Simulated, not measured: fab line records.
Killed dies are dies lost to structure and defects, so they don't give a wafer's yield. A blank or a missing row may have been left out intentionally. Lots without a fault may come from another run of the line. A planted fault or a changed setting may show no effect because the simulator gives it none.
Which of the tools did it? ; flow berkeley-cmos170 ; Sampling: 14 lots, 42 wafers, 3 of 331 route steps

== WHAT EACH GAUGE READ, for each wafer ==
UCB170_M1_OVL_MEAS_10. Usual: M1_OVL typically reads 0 nm, with standard deviation 6.
lot;measured;on;M1_OVL (nm);flag
L275;day 6 22:01;overlay-01;-3 -1 2;
L277;day 7 02:07;overlay-01;-8 -7 1;
L280;day 7 18:07;overlay-01;4 -1 1;
L279;day 7 20:38;overlay-02;-4 1 0;
L284;day 8 01:49;overlay-01;11 0 2;
L282;day 8 11:39;overlay-02;-13 -9 -3;
L288;day 9 08:50;overlay-02;-2 6 -2;
L292;day 10 19:17;overlay-02;-7 -7 1;
L291;day 10 18:59;overlay-01;13 10 12;
L293;day 10 22:46;overlay-02;-1 3 -2;
L294;day 11 03:14;overlay-01;0 -10 2;
L296;day 11 08:35;overlay-01;-9 -9 -12;
L295;day 11 08:42;overlay-02;1 -2 2;
L298;day 11 21:40;overlay-01;10 6 10;

UCB170_V1_CD_MEAS_90: the cd target is 700 nm. Usual: cd-nm 699.8 nm, standard deviation 1.3.
lot;measured;on;cd-nm (nm);flag
L275;day 7 04:50;cd-sem-01;699.7 700.0 700.3;
L277;day 7 09:15;cd-sem-01;699.3 699.4 700.7;
L280;day 8 00:17;cd-sem-02;701.3 699.9 700.7;
L279;day 8 04:30;cd-sem-01;701.0 700.8 699.9;
L284;day 8 08:18;cd-sem-01;696.4 696.0 696.1;
L282;day 8 19:22;cd-sem-01;697.6 698.6 700.4;
L288;day 9 17:31;cd-sem-02;700.0 699.9 701.2;
L292;day 11 03:13;cd-sem-01;701.6 700.4 701.7;
L291;day 11 03:23;cd-sem-02;700.7 701.2 699.5;
L293;day 11 05:13;cd-sem-02;699.7 700.1 700.2;
L294;day 11 10:08;cd-sem-01;697.6 697.5 697.2;
L296;day 11 13:27;cd-sem-02;698.2 698.4 699.1;
L295;day 11 13:43;cd-sem-02;698.3 698.1 698.0;
L298;day 12 04:08;cd-sem-01;700.3 699.3 701.5;

== TOOL THAT RAN EACH LOT (tool first, then ch and the chambers of the sampled wafers, then the start) ==
lot;UCB170_GATE_ETCH_14
L275;rie-diel-02 ch 0,1,2, day 5 13:27
L277;rie-diel-02 ch 1,2, day 6 02:53
L280;rie-diel-04 ch 0,1,2, day 6 19:56
L279;rie-diel-04 ch 0,2, day 6 20:59
L284;rie-diel-02 ch 0,1, day 7 05:16
L282;rie-diel-02 ch 0,3, day 7 14:27
L288;rie-diel-04 ch 0,2,3, day 8 12:01
L292;rie-diel-04 ch 0,2, day 9 14:14
L291;rie-diel-03 ch 0,1,2, day 9 14:27
L293;rie-diel-02 ch 1,2,3, day 9 19:46
L294;rie-diel-03 ch 0,1,3, day 10 02:19
L296;rie-diel-02 ch 0,3, day 10 02:34
L295;rie-diel-02 ch 0,3, day 10 02:50
L298;rie-diel-02 ch 0,1,3, day 10 16:33
- UCB170_GATE_ETCH_14: etches BARC in N2/H2.

== AS READ BY THE TOOLS THEMSELVES (means over the sampled wafers that have a number; for cases with no such wafer, the mark the record gives instead) ==
UCB170_GATE_ETCH_14. Usual: drypump-motor-current-A 5.6 A, standard deviation 0.58; oes-product-au 0.991 a.u., standard deviation 0.026; throttle-valve-pct 13.33 %, standard deviation 0.15.
lot;tool;drypump-motor-current-A (A);oes-product-au (a.u.);throttle-valve-pct (%);flag
L275;rie-diel-02;5.2;1.003;13.25;
L277;rie-diel-02;5.5;1.021;13.18;
L280;rie-diel-04;6.0;0.987;13.33;
L279;rie-diel-04;6.5;0.981;13.32;
L284;rie-diel-02;5.5;1.006;13.32;
L282;rie-diel-02;5.6;0.953;13.47;
L288;rie-diel-04;6.3;0.978;13.38;
L292;rie-diel-04;6.1;0.983;13.41;
L291;rie-diel-03;5.8;0.999;13.26;
L293;rie-diel-02;5.6;0.995;13.25;
L294;rie-diel-03;5.5;1.000;13.37;
L296;rie-diel-02;5.2;0.965;13.48;
L295;rie-diel-02;5.2;0.961;13.48;
L298;rie-diel-02;5.5;0.985;13.40;

== THE ANSWER, worked out from the rows above alone ==
Rule: lot off if the mean of its wafers having a number is beyond 3 standard deviations from the usual mean. Also off: a lot with no number at a reading for which 4 or more lots have one. The other lots that the step has rows for count as sound. The gauges are gone through in route order, then the tools' own readings, and for those a lot's mean is taken as printed above. The first step at which some lot is off is used, and at that step the reading that is off furthest; a lot without a number counts as furthest.
None of the lots is off at any reading shown; this tells nothing.

== WHAT WAS PUT IN BY THE SIMULATOR ==
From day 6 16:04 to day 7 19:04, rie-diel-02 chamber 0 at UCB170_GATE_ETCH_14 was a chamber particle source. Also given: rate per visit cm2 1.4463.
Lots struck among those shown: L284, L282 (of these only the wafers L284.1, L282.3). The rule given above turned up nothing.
